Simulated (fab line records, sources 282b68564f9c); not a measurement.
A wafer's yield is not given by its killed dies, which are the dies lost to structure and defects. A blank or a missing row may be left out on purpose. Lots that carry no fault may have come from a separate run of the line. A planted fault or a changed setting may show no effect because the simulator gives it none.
The same fault as seen by 2 desks :: flow rit cmos :: each desk has only its own numbers; what lay behind them comes last

THE TOOL OWNER'S DESK: litho track-04
The tool's own readings at RIT_PWELL_DEVELOP_05 (develop time 68 s): means of the sampled wafers that have a number, for each lot that ran on this tool. Any lot whose mean is over 4 standard deviations away from the usual mean is out of limits and marked OUT; that distance is given in the brackets.
Columns: A = developer temp C at RIT_PWELL_DEVELOP_05, usual 23.00 C; B = resist line temp C at RIT_PWELL_DEVELOP_05, usual 22.99 C
lot: L555
first seen here: day 2 07:00
A: 23.08
B: 22.94

lot: L556
first seen here: day 2 11:00
A: 22.97
B: 22.85

lot: L557
first seen here: day 2 11:00
A: 22.81
B: 22.96

lot: L567
first seen here: day 4 11:00
A: 24.02 (+10) OUT
B: 22.94

lot: L568
first seen here: day 4 18:00
A: 24.01 (+10) OUT
B: 22.81
Finding of this desk: L567, L568 out of limits; the first was L567 at day 4 11:00, on developer temp C at RIT_PWELL_DEVELOP_05. L555, L556, L557 stayed within limits.

THE METROLOGY DESK
Lot by lot, what the gauges showed, no matter which tool ran the lot: averages of those sampled wafers that carry a number. Any lot whose mean is over 4 standard deviations away from the usual mean is out of limits and marked OUT; that distance is given in the brackets.
Columns: A = NWELL_RS at RIT_WELLDRIVE_RS_MEAS_01, usual 275.6 ohm/sq; B = NRETRO_OVL at RIT_NRETRO_OVL_MEAS_06, usual 0.3 nm; C = FIELD_OXIDE_LEFT_2_THK at RIT_FOX2_THK_MEAS_91, usual 252 nm
lot: L555
first seen here: day 2 15:14
A: 276.1
B: -1.3
C: 250

lot: L556
first seen here: day 2 19:01
A: 274.9
B: -2.3
C: 261

lot: L557
first seen here: day 2 19:04
A: 275.7
B: 1.0
C: 260

lot: L558
first seen here: day 3 02:05
A: 276.0
B: 0.4
C: 266

lot: L561
first seen here: day 3 12:43
A: 275.1
B: 0.2
C: 247

lot: L566
first seen here: day 4 15:16
A: 275.6
B: -1.7
C: 247

lot: L567
first seen here: day 4 17:32
A: 275.4
B: 3.7
C: 260

lot: L568
first seen here: day 5 00:19
A: 276.0
B: 0.3
C: 252

lot: L569
first seen here: day 5 05:48
A: 276.5
B: -1.4
C: 254

lot: L570
first seen here: day 5 10:54
A: 275.3
B: 0.2
C: 256

lot: L572
first seen here: day 5 18:53
A: 275.7
B: -1.2
C: 258

lot: L574
first seen here: day 6 06:10
A: 275.3
B: 1.2
C: 245

lot: L578
first seen here: day 7 00:34
A: 275.0
B: 1.1
C: 250
This desk's finding: nothing out of limits on any of the 13 lots.

TAKEN TOGETHER
The tool owner's desk could have raised an alarm at day 4 11:00, on L567, L568.
From the metrology desk's view, nothing was out of limits.
The metrology desk has L567, L568 on record, within its limits.
Of the lots named, all ran RIT_PWELL_DEVELOP_05 on litho track-04.

WHAT THE SIMULATOR HAD PUT IN
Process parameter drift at RIT_PWELL_DEVELOP_05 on litho track-04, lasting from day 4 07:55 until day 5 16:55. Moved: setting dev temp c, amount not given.
Lots struck among those shown: L567, L568.
Delay in hours, fault start to first out-of-limits reading, by desk: the tool owner's desk at 3.
